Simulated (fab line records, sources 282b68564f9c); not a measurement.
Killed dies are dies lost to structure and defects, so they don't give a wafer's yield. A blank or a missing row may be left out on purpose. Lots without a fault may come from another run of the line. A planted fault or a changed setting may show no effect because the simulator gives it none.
One fault seen from 2 desks | flow rit_cmos | each desk has only its own numbers; what lay behind them comes last

THE METROLOGY DESK
What the gauges read, lot by lot, whatever tool the lot ran on: means of the sampled wafers that have a number. A lot is out of limits, marked OUT, if its mean lies more than 4 standard deviations from the usual mean; the brackets give that distance.
Columns: A = PRETRO_OVL at RIT_PRETRO_OVL_MEAS_06, usual -0.2 nm
lot  | first seen here | A
L894 | day 2 06:46     | -0.4
L896 | day 2 19:31     | -0.1
L897 | day 3 00:48     | 0.5
L899 | day 3 09:34     | -2.0
L900 | day 3 14:13     | 1.1
L907 | day 5 03:02     | -0.8
L908 | day 5 05:36     | -0.2
L909 | day 5 11:57     | -0.2
L912 | day 6 03:57     | 0.7
L913 | day 6 06:31     | -1.9
L914 | day 6 14:21     | 1.5
L915 | day 6 20:06     | 1.1
L916 | day 6 22:53     | -0.4
L917 | day 7 02:34     | 1.4
This desk's finding: nothing out of limits on any of the 14 lots.

THE TOOL OWNER'S DESK: plasma_asher-03
The tool's own readings at RIT_NLDD_STRIP_09 (strips in O2, time 180 s): means of the sampled wafers that have a number, for each lot that ran on this tool. A lot is out of limits, marked OUT, if its mean lies more than 4 standard deviations from the usual mean; the brackets give that distance.
Columns: A = drypump_motor_current_A at RIT_NLDD_STRIP_09, usual 5.9 A
lot  | first seen here | A
L894 | day 2 20:11     | 6.2
L897 | day 3 13:48     | 6.2
L900 | day 4 02:11     | 5.9
L907 | day 5 14:37     | 5.9
L909 | day 5 23:49     | 6.2
This desk's finding: nothing out of limits on any of the 5 lots.

PUT TOGETHER
The metrology desk saw nothing out of limits.
The tool owner's desk saw nothing out of limits.

WHAT THE SIMULATOR HAD PUT IN
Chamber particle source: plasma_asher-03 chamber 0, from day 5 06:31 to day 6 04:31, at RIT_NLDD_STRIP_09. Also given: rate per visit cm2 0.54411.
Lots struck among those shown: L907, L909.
